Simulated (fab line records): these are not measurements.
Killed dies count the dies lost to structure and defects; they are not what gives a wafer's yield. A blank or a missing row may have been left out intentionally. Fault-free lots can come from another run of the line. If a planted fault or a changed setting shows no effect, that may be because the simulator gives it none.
Tool commonality check | flow ritCmos | 13 lots and 42 wafers in the sample

== THE REASON FOR OPENING IT ==
Flagged at RIT_M1_CD_MEAS_09: reading cdNm, on 1 of 13 lots. Wafers without a fault read 2601.6 nm, standard deviation 2.4.
Rule: flag the lot when none of its wafers has a number, or when each of its wafers that has one lies beyond 4 standard deviations from that mean. All remaining lots are regarded as sound.

lot  | measured    | on       | cdNm (nm), wafer by wafer                 | flag
L301 | day 3 12:50 | cdSem-02 | 2602.3 2603.6 2601.3                      | 
L302 | day 3 18:37 | cdSem-01 | 2602.2 2601.7 2601.7                      | 
L304 | day 4 04:04 | cdSem-02 | 2597.4 2597.5 2598.6                      | 
L305 | day 4 08:32 | cdSem-01 | 2599.5 2600.8 2599.8                      | 
L306 | day 4 13:23 | cdSem-02 | 2596.6 2599.3 2597.6                      | 
L307 | day 4 19:44 | cdSem-01 | 2250.4 2247.5 2248.3 2250.4 2247.8 2248.6 | FLAGGED
L311 | day 5 16:10 | cdSem-02 | 2603.3 2605.6 2604.9                      | 
L316 | day 6 15:31 | cdSem-02 | 2604.2 2603.5 2601.1                      | 
L317 | day 6 19:24 | cdSem-02 | 2600.0 2598.7 2599.3                      | 
L319 | day 7 06:13 | cdSem-01 | 2605.6 2607.1 2606.0                      | 
L320 | day 7 08:17 | cdSem-02 | 2602.3 2602.5 2602.6                      | 
L321 | day 7 12:00 | cdSem-02 | 2599.0 2597.4 2599.0                      | 
L322 | day 7 19:10 | cdSem-02 | 2602.8 2601.6 2602.0                      | 
Averaged over the flagged lots the numbers come to 2248.8 nm, -352.8 nm from the usual (-99 or more standard deviations).

== WHICH TOOL EACH LOT WENT THROUGH ==
The record holds 1 process step before the reading, out of a route of 202 steps. In each cell: the tool, then ch and the chambers that the sampled wafers went through, then the start.
lot  | flag    | RIT_M1_EXPOSE_06
L301 |         | ilineStepper-02 ch 0, day 3 12:17
L302 |         | ilineStepper-01 ch 0, day 3 18:11
L304 |         | ilineStepper-02 ch 0, day 4 03:38
L305 |         | ilineStepper-02 ch 0, day 4 08:07
L306 |         | ilineStepper-02 ch 0, day 4 12:56
L307 | FLAGGED | ilineStepper-02 ch 0, day 4 19:18
L311 |         | ilineStepper-01 ch 0, day 5 15:44
L316 |         | ilineStepper-01 ch 0, day 6 15:05
L317 |         | ilineStepper-02 ch 0, day 6 18:58
L319 |         | ilineStepper-01 ch 0, day 7 05:47
L320 |         | ilineStepper-01 ch 0, day 7 07:52
L321 |         | ilineStepper-02 ch 0, day 7 11:34
L322 |         | ilineStepper-02 ch 0, day 7 18:44
What these steps do:
- RIT_M1_EXPOSE_06: exposes mask M12, target cd 2600 nm.
- RIT_M1_CD_MEAS_09: target cd 2600 nm.

== FLAGGED OVER TOTAL, TOOL BY TOOL (the gauges that took the reading come last) ==
step              | tool            | lots run | flagged | share of the flagged lots | sound lots run after its first flagged lot
RIT_M1_EXPOSE_06  | ilineStepper-01 | 5        | 0       | none                      | -
RIT_M1_EXPOSE_06  | ilineStepper-02 | 8        | 1       | all                       | 3 (L317,L321,L322)
RIT_M1_CD_MEAS_09 | cdSem-01        | 4        | 1       | all                       | 1 (L319)
RIT_M1_CD_MEAS_09 | cdSem-02        | 9        | 0       | none                      | -

== THE TABLE: WHAT IT ALLOWS ==
ilineStepper-02 at RIT_M1_EXPOSE_06 and cdSem-01 at RIT_M1_CD_MEAS_09 are the 2 rows of the table that ran each flagged lot.
- ilineStepper-02 at RIT_M1_EXPOSE_06 ran 8 lots, 1 of them flagged. After the first flagged lot (L317, L321, L322), sound lots still ran on it; a lasting fault on the whole tool would not permit that.
- cdSem-01 at RIT_M1_CD_MEAS_09 ran 4 lots, 1 of them flagged. After the first flagged lot (L319), sound lots still ran on it; a lasting fault on the whole tool would not permit that.
None of the table's rows ran every flagged lot and, after the first, no sound lot.

== WHAT THE SIMULATOR HAD INSERTED ==
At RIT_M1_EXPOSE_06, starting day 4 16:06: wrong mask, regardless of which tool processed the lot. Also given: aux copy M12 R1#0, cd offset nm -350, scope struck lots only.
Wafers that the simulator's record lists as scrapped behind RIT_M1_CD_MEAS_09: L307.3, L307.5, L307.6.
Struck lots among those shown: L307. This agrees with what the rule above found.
